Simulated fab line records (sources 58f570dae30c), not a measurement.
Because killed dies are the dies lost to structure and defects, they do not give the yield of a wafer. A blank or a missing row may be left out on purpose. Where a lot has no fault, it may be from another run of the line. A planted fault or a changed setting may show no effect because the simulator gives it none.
What tool caused it? | flow berkeley-cmos170 | 24 lots with 72 wafers sampled at 6 steps, on a route of 331 steps

WHAT THE GAUGES SHOWED, per wafer
UCB170_START_BOW_MEAS_00.
lot  | measured    | on            | INCOMING_BOW (um)
L074 | day 1 10:00 | film-metro-03 | -6 -2 -8
L075 | day 1 15:00 | film-metro-04 | -6 -2 -3
L076 | day 1 20:01 | film-metro-04 | 1 -5 1
L077 | day 2 01:00 | film-metro-04 | -3 4 -5
L078 | day 2 06:01 | film-metro-03 | 7 0 -3
L079 | day 2 11:00 | film-metro-03 | 10 4 13
L080 | day 2 16:00 | film-metro-04 | 8 -5 -1
L081 | day 2 21:00 | film-metro-02 | -12 5 5
L082 | day 3 02:02 | film-metro-03 | 8 0 7
L083 | day 3 07:00 | film-metro-02 | -6 0 9
L084 | day 3 12:00 | film-metro-02 | 16 -14 6
L085 | day 3 17:00 | film-metro-04 | 2 -8 2
L086 | day 3 22:00 | film-metro-03 | -2 1 -8
L087 | day 4 03:00 | film-metro-04 | 6 -9 -6
L088 | day 4 08:00 | film-metro-03 | -5 1 -2
L089 | day 4 13:00 | film-metro-04 | 8 -4 -5
L090 | day 4 18:00 | film-metro-02 | 1 -5 3
L091 | day 4 23:02 | film-metro-02 | 0 -3 10
L092 | day 5 04:00 | film-metro-04 | -3 -1 -10
L093 | day 5 09:02 | film-metro-04 | -7 2 -7
L094 | day 5 14:00 | film-metro-04 | 8 1 -3
L095 | day 5 19:01 | film-metro-02 | -4 6 -11
L096 | day 6 00:01 | film-metro-04 | 10 5 -9
L097 | day 6 05:01 | film-metro-02 | 1 -13 -5

UCB170_NVT_OVL_MEAS_06.
lot  | measured     | on         | NVT_OVL (nm)
L074 | day 6 06:28  | overlay-02 | -6 -1 -5
L075 | day 6 18:43  | overlay-02 | -2 -5 2
L076 | day 6 18:59  | overlay-02 | 2 -6 -2
L077 | day 7 10:22  | overlay-01 | 3 -4 10
L078 | day 7 10:37  | overlay-01 | -7 -1 -2
L079 | day 7 20:23  | overlay-02 | -4 6 2
L080 | day 8 03:16  | overlay-02 | 3 -5 0
L081 | day 8 02:59  | overlay-01 | -3 -2 -1
L082 | day 8 09:30  | overlay-02 | 4 -4 5
L083 | day 8 09:45  | overlay-01 | 0 -6 -1
L084 | day 8 18:44  | overlay-02 | -8 -3 -13
L085 | day 8 18:38  | overlay-01 | 5 1 14
L086 | day 8 19:01  | overlay-01 | 5 6 8
L087 | day 9 06:32  | overlay-02 | 2 -8 -10
L088 | day 9 06:49  | overlay-01 | 0 12 7
L089 | day 9 07:06  | overlay-01 | 0 -7 -2
L090 | day 10 04:20 | overlay-01 | 3 4 0
L091 | day 10 04:37 | overlay-02 | 2 -1 4
L092 | day 10 04:10 | overlay-01 | -2 -1 11
L093 | day 10 11:40 | overlay-01 | 0 -1 10
L094 | day 10 11:47 | overlay-02 | 7 5 4
L095 | day 11 11:35 | overlay-01 | 1 -12 -1
L096 | day 11 12:08 | overlay-01 | 5 6 8
L097 | day 11 11:52 | overlay-02 | 1 -7 -9

UCB170_FIELD_THK_MEAS_91.
lot  | measured     | on            | FIELD_OXIDE_LEFT_2_THK (nm)
L074 | day 6 10:36  | film-metro-04 | 360 358 350
L075 | day 6 20:35  | film-metro-04 | 351 348 347
L076 | day 6 21:06  | film-metro-01 | 357 350 353
L077 | day 7 12:17  | film-metro-04 | 355 352 352
L078 | day 7 12:50  | film-metro-02 | 359 358 353
L079 | day 7 22:10  | film-metro-01 | 350 352 362
L080 | day 8 07:34  | film-metro-02 | 368 374 365
L081 | day 8 07:16  | film-metro-04 | 372 362 361
L082 | day 8 11:29  | film-metro-02 | 366 378 363
L083 | day 8 11:43  | film-metro-04 | 383 389 388
L084 | day 8 21:07  | film-metro-01 | 346 346 340
L085 | day 8 20:44  | film-metro-02 | 379 366 363
L086 | day 8 21:45  | film-metro-04 | 370 373 378
L087 | day 9 08:19  | film-metro-04 | 367 370 369
L088 | day 9 08:53  | film-metro-02 | 359 361 356
L089 | day 9 09:11  | film-metro-04 | 378 369 374
L090 | day 10 08:26 | film-metro-01 | 368 373 378
L091 | day 10 08:34 | film-metro-01 | 356 367 351
L092 | day 10 08:16 | film-metro-01 | 360 359 358
L093 | day 10 14:14 | film-metro-02 | 355 344 364
L094 | day 10 14:44 | film-metro-02 | 342 342 346
L095 | day 11 14:29 | film-metro-01 | 355 360 355
L096 | day 11 14:49 | film-metro-01 | 373 369 359
L097 | day 11 14:38 | film-metro-01 | 346 360 347

UCB170_GATE_CD_MEAS_12: the cd target is 350 nm.
lot  | measured     | on        | cd-nm (nm)
L074 | day 7 01:06  | cd-sem-02 | 348.7 347.7 347.5
L075 | day 7 11:53  | cd-sem-02 | 350.5 349.3 349.8
L076 | day 7 11:51  | cd-sem-01 | 347.6 346.8 348.6
L077 | day 8 03:47  | cd-sem-02 | 350.9 350.3 349.5
L078 | day 8 04:02  | cd-sem-01 | 349.3 348.1 347.9
L079 | day 8 14:05  | cd-sem-02 | 349.9 349.4 350.8
L080 | day 8 22:17  | cd-sem-02 | 350.1 350.5 349.3
L081 | day 8 22:24  | cd-sem-01 | 351.0 352.0 352.0
L082 | day 8 22:47  | cd-sem-02 | 352.1 350.6 351.7
L083 | day 8 22:37  | cd-sem-02 | 351.1 351.6 352.1
L084 | day 9 14:26  | cd-sem-01 | 348.5 348.8 350.2
L085 | day 9 14:19  | cd-sem-01 | 350.0 348.8 350.1
L086 | day 9 14:02  | cd-sem-01 | 352.5 353.9 352.9
L087 | day 10 01:44 | cd-sem-02 | 349.4 349.6 348.1
L088 | day 10 02:20 | cd-sem-02 | 348.3 347.7 346.7
L089 | day 10 02:03 | cd-sem-02 | 347.5 347.9 348.2
L090 | day 11 02:08 | cd-sem-01 | 350.4 351.5 350.9
L091 | day 11 01:42 | cd-sem-01 | 351.4 351.2 349.8
L092 | day 11 01:56 | cd-sem-02 | 347.3 349.7 348.8
L093 | day 11 08:23 | cd-sem-02 | 349.9 349.9 348.9
L094 | day 11 08:37 | cd-sem-02 | 350.3 349.4 349.7
L095 | day 12 09:40 | cd-sem-02 | 349.5 349.2 348.8
L096 | day 12 09:57 | cd-sem-02 | 349.8 348.7 350.6
L097 | day 12 10:13 | cd-sem-01 | 352.2 349.8 350.1

UCB170_NLDD_TW_MEAS_11.
lot  | measured     | on            | NLDD_TW
L074 | day 7 06:15  | film-metro-04 | 2219 2211 2242
L075 | day 7 16:52  | film-metro-02 | 2223 2215 2226
L076 | day 7 16:46  | film-metro-03 | 2214 2203 2192
L077 | day 8 07:40  | film-metro-03 | 2211 2214 2205
L078 | day 8 08:02  | film-metro-04 | 2218 2211 2218
L079 | day 8 17:46  | film-metro-02 | 2213 2234 2233
L080 | day 9 02:29  | film-metro-02 | 2223 2230 2246
L081 | day 9 03:02  | film-metro-03 | 2210 2207 2222
L082 | day 9 03:37  | film-metro-04 | 2236 2244 2235
L083 | day 9 03:03  | film-metro-02 | 2241 2244 2231
L084 | day 9 19:01  | film-metro-02 | 2238 2237 2236
L085 | day 9 18:44  | film-metro-03 | 2212 2216 2223
L086 | day 9 18:14  | film-metro-04 | 2230 2229 2222
L087 | day 10 06:13 | film-metro-04 | 2236 2229 2237
L088 | day 10 07:51 | film-metro-04 | 2232 2216 2233
L089 | day 10 07:01 | film-metro-02 | 2226 2230 2221
L090 | day 11 06:07 | film-metro-04 | 2223 2217 2248
L091 | day 11 05:36 | film-metro-04 | 2231 2236 2224
L092 | day 11 05:44 | film-metro-03 | 2205 2220 2217
L093 | day 11 13:04 | film-metro-03 | 2204 2210 2207
L094 | day 11 13:15 | film-metro-03 | 2209 2205 2223
L095 | day 12 14:56 | film-metro-04 | 2223 2224 2224
L096 | day 12 15:20 | film-metro-03 | 2198 2211 2197
L097 | day 12 16:11 | film-metro-02 | 2225 2234 2221

UCB170_M3_CD_MEAS_15: the cd target is 700 nm.
lot  | measured     | on        | cd-nm (nm)
L074 | day 8 15:17  | cd-sem-02 | 699.6 701.8 702.0
L075 | day 9 04:14  | cd-sem-02 | 698.0 699.2 699.4
L076 | day 9 05:14  | cd-sem-01 | 700.7 700.5 701.3
L077 | day 9 15:19  | cd-sem-02 | 702.7 702.5 701.3
L078 | day 9 16:26  | cd-sem-01 | 699.4 699.1 699.1
L079 | day 9 23:37  | cd-sem-02 | 699.8 699.9 700.3
L080 | day 10 11:23 | cd-sem-02 | 700.9 699.0 700.3
L081 | day 10 16:07 | cd-sem-02 | 700.7 701.4 701.0
L082 | day 10 17:10 | cd-sem-01 | 701.7 700.5 700.5
L083 | day 10 14:48 | cd-sem-01 | 703.0 701.4 701.7
L084 | day 11 02:20 | cd-sem-02 | 700.4 701.8 701.8
L085 | day 11 03:59 | cd-sem-02 | 698.9 698.7 698.4
L086 | day 11 00:36 | cd-sem-01 | 698.3 700.6 700.0
L087 | day 11 16:11 | cd-sem-02 | 702.8 700.8 702.4
L088 | day 11 15:57 | cd-sem-01 | 700.3 700.3 701.1
L089 | day 11 13:56 | cd-sem-01 | 699.7 699.3 700.0
L090 | day 12 19:29 | cd-sem-02 | 702.9 701.6 703.1
L091 | day 12 15:50 | cd-sem-01 | 698.8 700.5 700.0
L092 | day 12 17:27 | cd-sem-01 | 699.1 698.5 698.9
L093 | day 12 21:08 | cd-sem-02 | 701.0 700.5 702.8
L094 | day 12 22:45 | cd-sem-01 | 702.9 702.8 702.4
L095 | day 14 01:49 | cd-sem-02 | 700.4 700.7 699.1
L096 | day 14 01:40 | cd-sem-01 | 700.2 700.3 699.8
L097 | day 14 07:20 | cd-sem-02 | 699.1 699.3 698.9

EACH LOT AND THE TOOL THAT RAN IT (in order: tool; ch and the chambers of the sampled wafers; start)
The record holds no process step before these readings.

WHAT THE TOOLS THEMSELVES READ (means of the sampled wafers that have a number; where no wafer has one, the mark that the record gives instead)
The record holds no such reading with a usual standard deviation.

THE ANSWER, worked out from the rows above alone
Rule: usual is defined by the lots themselves. The widest of any qualifying gaps counts: lots, ordered by their means at a reading, are off when they make up no more than a third of the lots, leave a main group of 4 or more, and stand apart from it by 3 or more times the standard deviation of that group's means. If all means in a main group match to the digits the tables above print for the reading, that group is not used. A lot without any number at a reading at which 4 lots or more have one is off too. Where the step has rows for the other lots, those lots are counted as sound. First the gauges in route order, then the tools' own readings, where a lot's mean is used as printed above. The first step at which some lot is off is used, and at that step the reading that is off furthest; a lot without a number counts as furthest.
Across all readings shown, no lot is off: no conclusion can be drawn from this.

WHAT THE SIMULATOR HAD PUT IN
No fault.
